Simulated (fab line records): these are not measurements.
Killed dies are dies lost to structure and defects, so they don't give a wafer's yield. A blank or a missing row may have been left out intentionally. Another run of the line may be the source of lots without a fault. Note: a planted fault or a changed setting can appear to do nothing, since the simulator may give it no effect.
Chamber matching || flow berkeley cmos170 || UCB170_V2_CMP_02 on cmp-01: 4 sister chambers
The step polishes SiO2. 4 wafers are shown with their chamber, then 7 later ones without.

== WAFERS, EACH WITH ITS CHAMBER ==
{"wafer": "L122.1", "chamber": 0, "motor current A (A)": 16.7}
{"wafer": "L123.3", "chamber": 1, "motor current A (A)": 15.1}
{"wafer": "L127.2", "chamber": 2, "motor current A (A)": 14.9}
{"wafer": "L127.4", "chamber": 3, "motor current A (A)": 13.8}

== WAFERS WITHOUT THEIR CHAMBER ==
{"wafer": "L127.5", "motor current A (A)": 13.0}
{"wafer": "L130.1", "motor current A (A)": 16.6}
{"wafer": "L130.2", "motor current A (A)": 15.4}
{"wafer": "L130.3", "motor current A (A)": 15.2}
{"wafer": "L139.1", "motor current A (A)": 13.2}
{"wafer": "L139.2", "motor current A (A)": 15.4}
{"wafer": "L139.4", "motor current A (A)": 15.0}

== CHAMBER TAKEN BY EACH ==
{"wafer": "L127.5", "from the rows above": 3, "in truth": 3}
{"wafer": "L130.1", "from the rows above": 0, "in truth": 0}
{"wafer": "L130.2", "from the rows above": "can't be placed: 1 or 2", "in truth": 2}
{"wafer": "L130.3", "from the rows above": "can't be placed: 1 or 2", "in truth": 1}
{"wafer": "L139.1", "from the rows above": 3, "in truth": 3}
{"wafer": "L139.2", "from the rows above": "can't be placed: 1 or 2", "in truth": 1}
{"wafer": "L139.4", "from the rows above": "can't be placed: 1 or 2", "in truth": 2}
Correctly placed: 3 of 7. These rows do not allow placing 4 (true chamber among the candidates in 4). Wrongly placed: 0.
How it was worked out, from the rows above alone: a wafer's distance from a chamber is the root of the sum, over the readings, of the square of ((its reading less the chamber's mean) divided by the reading's scatter). The wafer belongs to the nearest chamber; if the next one is less than 2 further off, it can't be placed. For every chamber, the mean is computed from those of its wafers that are shown. The scatter: with one shown wafer a chamber, the root of the mean of the squares of how far each hidden wafer lies from its nearest shown one.
